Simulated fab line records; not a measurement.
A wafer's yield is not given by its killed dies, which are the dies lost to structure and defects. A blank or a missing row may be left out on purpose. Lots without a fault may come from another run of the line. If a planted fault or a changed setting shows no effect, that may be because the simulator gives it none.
Split-lot study | flow berkeley-cmos170 | 5 lots, 23 wafers read, on a route of 331 steps

ABOUT THE SPLIT
At UCB170_GATE_CVD_04 (deposits poly-Si from SiH4, time 1440 s, target thk 214 nm), the setting pressure-mtorr was moved away from the recipe's 375 mTorr on 10 of the 23 wafers read, by +7.8% to +11.5%. The other wafers ran this setting at the recipe's value.

No step appears in the file between the split and the reading.

THE READING
At UCB170_GATE_THK_MEAS_05: GATE_POLY_THK, given in nm. Fault-free wafers of this fab line usually give 214.6 nm, standard deviation 2 nm.

wafer  | tool, chamber at the split | pressure-mtorr as run, mTorr | against the recipe | GATE_POLY_THK, nm | against lot-mates on the recipe
L075.1 | -, -                       | 418.1                        | +11.5%             | 227.6             | no lot-mate on the recipe
L075.2 | -, -                       | 418.1                        | +11.5%             | 226.6             | no lot-mate on the recipe
L075.3 | -, -                       | 418.1                        | +11.5%             | 227.0             | no lot-mate on the recipe
L075.5 | -, -                       | 418.1                        | +11.5%             | 227.8             | no lot-mate on the recipe
L075.6 | -, -                       | 418.1                        | +11.5%             | 226.1             | no lot-mate on the recipe
L081.2 | -, -                       | 404.1                        | +7.8%              | 223.9             | no lot-mate on the recipe
L081.3 | -, -                       | 404.1                        | +7.8%              | 222.2             | no lot-mate on the recipe
L081.4 | -, -                       | 404.1                        | +7.8%              | 224.3             | no lot-mate on the recipe
L081.5 | -, -                       | 404.1                        | +7.8%              | 224.9             | no lot-mate on the recipe
L081.6 | -, -                       | 404.1                        | +7.8%              | 224.1             | no lot-mate on the recipe
L084.1 | -, -                       | 375                          | recipe             | 215.3             | -
L084.3 | -, -                       | 375                          | recipe             | 218.5             | -
L084.4 | -, -                       | 375                          | recipe             | 214.8             | -
L084.5 | -, -                       | 375                          | recipe             | 217.3             | -
L084.6 | -, -                       | 375                          | recipe             | 217.3             | -
L085.1 | -, -                       | 375                          | recipe             | 213.9             | -
L085.2 | -, -                       | 375                          | recipe             | 213.4             | -
L085.3 | -, -                       | 375                          | recipe             | 212.6             | -
L085.5 | -, -                       | 375                          | recipe             | 214.6             | -
L085.6 | -, -                       | 375                          | recipe             | 214.6             | -
L083.4 | lpcvd-01, 0                | 375                          | recipe             | 212.2             | -
L083.5 | lpcvd-01, 0                | 375                          | recipe             | 211.6             | -
L083.6 | lpcvd-01, 0                | 375                          | recipe             | 211.0             | -

THE FIT
A straight line over all 23 wafers: GATE_POLY_THK changes by +1.13 nm for each +1% of pressure-mtorr; r = +0.95; the points scatter about the line by 1.9 nm.
Too few moved wafers have a lot-mate on the recipe to fit a line with each lot's own level taken away.

THE WHOLE CHAIN: every reading that the file lists as answering this split, in the file's order
step                    | what it does                                                                 | reading                                                                        | change (the file's fit)              | r (the file's)
UCB170_GATE_CVD_04      | deposits poly-Si from SiH4, time 1440 s, target thk 214 nm                   | poly-Si_of_GATE_CVD_04.thk-nm (the simulator's own value, which no gauge read) | +1.12 nm for each +1% of the setting | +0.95
UCB170_GATE_THK_MEAS_05 |                                                                              | GATE_POLY_THK                                                                  | +1.13 for each +1% of the setting    | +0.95
UCB170_GATE_ETCH_15     | etches poly-Si in HBr/Cl2, stops on SiO2, time 56.3 s, target depth 278.2 nm | GATE.feature-depth-nm (the simulator's own value, which no gauge read)         | +1.12 nm for each +1% of the setting | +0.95
UCB170_GATE_ETCH_15     | etches poly-Si in HBr/Cl2, stops on SiO2, time 56.3 s, target depth 278.2 nm | etch.depth-nm (the simulator's own value, which no gauge read)                 | +1.12 nm for each +1% of the setting | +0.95

FILE'S OWN FIT
GATE_POLY_THK changes by +1.13 nm for each +1% of pressure-mtorr, r = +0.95.
